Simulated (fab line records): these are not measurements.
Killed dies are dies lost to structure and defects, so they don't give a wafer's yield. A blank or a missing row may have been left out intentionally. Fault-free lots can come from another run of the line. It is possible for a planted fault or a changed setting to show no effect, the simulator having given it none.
Split-lot study ; flow berkeleyCmos170 ; on a route of 331 steps: 5 lots, 23 wafers read

== ABOUT THE SPLIT ==
At UCB170_CONTACT_COAT_10 (resist thk 900 nm), the setting spinRpm was moved away from the recipe's 1500 rpm on 7 of the 23 wafers read, by -7.1% to +5.7%. For the rest of the wafers, this setting stayed at what the recipe calls for.

The split's own step is where the reading is taken.

== THE READING ==
KrF_of_CONTACT_COAT_10.thkNm (the simulator's own value, which no gauge read), in nm, at UCB170_CONTACT_COAT_10 (resist thk 900 nm). The file does not state a usual value for it. The 16 wafers here that ran the recipe average 900.0 nm, standard deviation 2.4 nm.

wafer;tool, chamber at the split;spinRpm as run, rpm;against the recipe;KrF_of_CONTACT_COAT_10.thkNm, nm;against lot-mates on the recipe
L074.1;lithoTrack-04, 0;1585;+5.7%;873;-24.9
L074.2;lithoTrack-04, 0;1585;+5.7%;874.5;-23.4
L074.4;lithoTrack-04, 0;1500;recipe;898.2;-
L074.5;lithoTrack-04, 0;1500;recipe;896.9;-
L074.6;lithoTrack-04, 0;1500;recipe;898.6;-
L075.1;lithoTrack-04, 0;1394;-7.1%;936.3;+35.9
L075.2;lithoTrack-04, 0;1394;-7.1%;932.6;+32.2
L075.4;lithoTrack-04, 0;1500;recipe;903;-
L075.5;lithoTrack-04, 0;1500;recipe;897.8;-
L075.6;lithoTrack-04, 0;1394;-7.1%;935.2;+34.8
L079.2;lithoTrack-04, 0;1500;recipe;904.3;-
L079.5;lithoTrack-04, 0;1500;recipe;904.3;-
L079.4;lithoTrack-04, 0;1500;recipe;902;-
L078.1;lithoTrack-02, 0;1500;recipe;901.7;-
L078.3;lithoTrack-02, 0;1500;recipe;899.9;-
L078.4;lithoTrack-02, 0;1500;recipe;899;-
L078.5;lithoTrack-02, 0;1500;recipe;898.2;-
L078.6;lithoTrack-02, 0;1500;recipe;896.3;-
L083.2;lithoTrack-04, 0;1500;recipe;900;-
L083.3;lithoTrack-04, 0;1562;+4.1%;879.1;-20.6
L083.4;lithoTrack-04, 0;1500;recipe;899.2;-
L083.5;lithoTrack-04, 0;1562;+4.1%;881.1;-18.6
L083.6;lithoTrack-04, 0;1500;recipe;899.8;-

THE FIT
A straight line over all 23 wafers: KrF_of_CONTACT_COAT_10.thkNm changes by -4.82 nm for each +1% of spinRpm; r = -0.99; the points scatter about the line by 2.2 nm.
The same after taking each lot's own level away (the mean of its wafers on the recipe; 23 wafers): -4.68 nm for each +1%; r = -0.99; scatter 1.7 nm.
The reading moves by 33 nm for the largest change in spinRpm, on that fit.
The lots' own levels span 897.90 to 903.53 nm, that is 2.4 times the standard deviation above.
Consequently the slope shifts little with the lot-to-lot level, the two slopes agreeing.
Check: for one of the wafers moved furthest among these (-7.1%), held out of the fit, the line's prediction against its lot-mates is +32.6 nm. It came out at +35.9 nm against them.

== ADDITIONAL SPLITS CARRIED BY THESE WAFERS ==
Before the reading, these wafers also passed through other splits. Each is held against what the fit with the lots' levels taken away leaves over:
other split on the same wafers;wafers away from the commonest value;r with KrF_of_CONTACT_COAT_10.thkNm (lot level and that fit taken away)
UCB170_NSD_IMPLANT_08 doseCm2;6;-0.07
UCB170_BACKSIDE_HMDS_00 primeTimeS;7;+0.11

== FILE'S OWN FIT ==
KrF_of_CONTACT_COAT_10.thkNm changes by -4.64 nm for each +1% of spinRpm, r = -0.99.
